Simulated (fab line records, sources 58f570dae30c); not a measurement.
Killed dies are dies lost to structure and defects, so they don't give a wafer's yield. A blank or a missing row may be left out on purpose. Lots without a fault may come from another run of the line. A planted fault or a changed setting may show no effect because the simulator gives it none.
One fault seen from 2 desks | flow berkeley_cmos170 | each desk has only its own numbers; what lay behind them comes last

THE METROLOGY DESK
What the gauges read, lot by lot, whatever tool the lot ran on: means of the sampled wafers that have a number. A lot is out of limits, marked OUT, if its mean lies more than 4 standard deviations from the usual mean; the brackets give that distance.
Columns: A = INCOMING_BOW at UCB170_START_BOW_MEAS_00, usual 0 um; B = FIELD_OXIDE_THK at UCB170_FIELD_THK_MEAS_02, usual 558 nm; C = FIELD_OXIDE_LEFT_1_THK at UCB170_FIELD_THK_MEAS_90, usual 441 nm; D = FIELD_OXIDE_LEFT_2_THK at UCB170_FIELD_THK_MEAS_91, usual 353 nm
lot  | first seen here | A  | B   | C   | D
L740 | day 1 10:01     | 3  | 565 | 448 | 360
L741 | day 1 15:01     | -5 | 563 | 446 | 358
L743 | day 2 01:00     | 3  | 580 | 463 | 376
L744 | day 2 06:00     | -3 | 570 | 453 | 365
L745 | day 2 11:02     | -2 | 553 | 435 | 346
L746 | day 2 16:00     | 0  | 554 | 438 | 350
L748 | day 3 02:02     | 0  | 567 | 451 | 363
L749 | day 3 07:00     | 5  | 554 | 436 | 348
L750 | day 3 12:00     | -1 | 552 | 435 | 347
L751 | day 3 17:00     | -4 | 561 | 446 | 357
L752 | day 3 22:03     | -1 | 562 | 445 | 357
L753 | day 4 03:00     | -1 | 564 | 448 | 360
L761 | day 5 19:00     | 1  | 517 | 399 | 311
This desk's finding: nothing out of limits on any of the 13 lots.

THE TOOL OWNER'S DESK: furnace-02
The tool's own readings at UCB170_FIELD_OXIDATION_01 (target thk 558.3 nm, ox time 7200 s): means of the sampled wafers that have a number, for each lot that ran on this tool. A lot is out of limits, marked OUT, if its mean lies more than 4 standard deviations from the usual mean; the brackets give that distance.
Columns: A = tube_center_temp_C at UCB170_FIELD_OXIDATION_01, usual 999.99 C
lot  | first seen here | A
L740 | day 6 04:16     | 999.92
L743 | day 6 04:16     | 999.96
L744 | day 6 04:16     | 999.98
L745 | day 6 04:16     | 1000.03
L746 | day 6 04:16     | 999.96
L749 | day 7 08:02     | 1000.07
L752 | day 7 08:02     | 999.91
L753 | day 7 08:02     | 1000.05
L761 | day 9 17:20     | 1000.10
This desk's finding: nothing out of limits on any of the 9 lots.

PUT TOGETHER
The metrology desk saw nothing out of limits.
The tool owner's desk saw nothing out of limits.

WHAT THE SIMULATOR HAD PUT IN
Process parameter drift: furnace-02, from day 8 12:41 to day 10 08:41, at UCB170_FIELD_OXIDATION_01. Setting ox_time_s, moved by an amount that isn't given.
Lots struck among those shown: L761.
